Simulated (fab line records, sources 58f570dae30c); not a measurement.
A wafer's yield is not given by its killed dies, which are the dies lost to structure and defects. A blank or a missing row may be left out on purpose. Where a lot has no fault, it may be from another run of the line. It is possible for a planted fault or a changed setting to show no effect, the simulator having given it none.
A lot that was struck, set against a sound lot -- flow berkeley-cmos170 -- 33 steps out of a route of 331
Sound: wafers L738.1, L738.2, L738.3. Wafers L741.1, L741.4, L741.6 were the ones struck. The cause is given at the end.
Each step with rows lists, per side, the tool, then ch with its chambers, then its first start. Under that, the readings that differ: sound wafers -- struck wafers -- difference of the means -- sigmas: that difference in standard deviations of wafers without a fault.
alike: a reading whose means differ by less than 2 such deviations, as well as words and numbers matching on both sides. not compared: withheld readings; readings where some wafer has no value; bounds like >300 that might hide an equal value; numbers whose values overlap and for which the record gives no deviation.
Wherever a step has rows on one side only, a row that says differs or no value, or a row with sigmas, the two part there. Non-overlapping numbers with no deviation appear without sigmas and do not part them. A reading missing from all wafers of one side parts the sides only when that side holds two or more wafers.

first, 8 steps without rows for these wafers: UCB170_PVT_SOFTBAKE_02 (time 60 s); UCB170_PVT_EXPOSE_03 (exposes mask NWELL, target cd 3000 nm); UCB170_PVT_PEB_04; UCB170_PVT_DEVELOP_05 (develop time 45 s); UCB170_PVT_IMPLANT_07; UCB170_PVT_STRIP_08 (strips in O2); UCB170_GATE_WET_ETCH_00 (etches SiO2 in dHF, time 200 s); UCB170_GATE_OXIDATION_01 (target thk 6.6 nm, ox time 1800 s).
UCB170_GATE_ANNEAL_03: time 1800 s.
  sound on furnace-02 ch 0, day 8 07:13; struck on furnace-02 ch 0, day 9 07:50
reading,sound,struck,difference,sigmas
spike-tc-centre-C (C),902.6 901.5 899.0,913.1 910.3 911.7,+10.7,+8
spike-tc-load-C (C),922.0 922.7 921.6,932.2 932.1 932.2,+10.1,+4
spike-tc-source-C (C),920.5 922.3 918.9,933.1 932.5 931.3,+11.7,+5
tube-center-temp-C (C),900.04 900.12 899.99,910 910.01 910.08,+10,+99 or more
tube_center_temp_C_max,902.4 902.6 902.4,912.6 912.5 912.4,+10.0,+26
then, 22 steps without rows for these wafers: UCB170_GATE_CVD_04 (deposits poly-Si from SiH4, time 1440 s, target thk 214 nm); UCB170_GATE_COAT_06; UCB170_GATE_COAT_07 (resist thk 900 nm); UCB170_GATE_SOFTBAKE_08 (time 60 s); UCB170_GATE_EXPOSE_09 (exposes mask POLY, target cd 350 nm); UCB170_GATE_PEB_10; UCB170_GATE_DEVELOP_11 (develop time 45 s); UCB170_GATE_ETCH_14 (etches BARC in N2/H2); UCB170_GATE_ETCH_15 (etches poly-Si in HBr/Cl2, stops on SiO2, time 56.3 s, target depth 278.2 nm); UCB170_GATE_STRIP_16 (strips in O2); UCB170_GATE_CLEAN_17 (cleans in SPM, time 600 s); UCB170_PLDD_HMDS_00 (prime time 60 s); UCB170_PLDD_COAT_01 (resist thk 900 nm); UCB170_PLDD_SOFTBAKE_02 (time 60 s); UCB170_PLDD_EXPOSE_03 (exposes mask PSELECT, target cd 1200 nm); UCB170_PLDD_PEB_04; UCB170_PLDD_DEVELOP_05 (develop time 45 s); UCB170_PLDD_IMPLANT_08; UCB170_PLDD_IMPLANT_09; UCB170_PLDD_STRIP_10 (strips in O2); UCB170_PLDD_CLEAN_12 (cleans in SPM, time 600 s); UCB170_NLDD_HMDS_00 (prime time 60 s).
UCB170_CONTACT_ETCH_17: etches BARC in N2/H2.
  sound on rie-diel-04 ch 0,1,3, day 9 04:54; struck on rie-diel-04 ch 0,2, day 10 10:20
reading,sound,struck,difference,sigmas
model.CONTACT.cd-nm (nm),699.1 697.4 697.1,689.7 690.1 691.3,-7.5,
  alike: drypump-motor-current-A, oes-product-au, throttle-valve-pct
UCB170_CONTACT_ETCH_18: etches PSG in CHF3/CF4/Ar, stops on TiSi2, target depth 840 nm, time 195 s.
  sound on rie-diel-04 ch 0,1,3; struck on rie-diel-04 ch 0,2
reading,sound,struck,difference,sigmas
model.CONTACT.cd-nm (nm),699.3 697.6 697.6,689.6 690.6 691.5,-7.6,
  alike: drypump-motor-current-A, oes-product-au, throttle-valve-pct
  not compared: rf-hours-counter-h

WHERE THEY PART
Only at UCB170_GATE_ANNEAL_03, within this record. Later steps at which nothing parts them and some readings are alike: UCB170_CONTACT_ETCH_17, UCB170_CONTACT_ETCH_18.

WHY: the cause the simulator had injected
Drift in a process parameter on furnace-02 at UCB170_GATE_ANNEAL_03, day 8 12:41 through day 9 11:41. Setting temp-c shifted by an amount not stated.
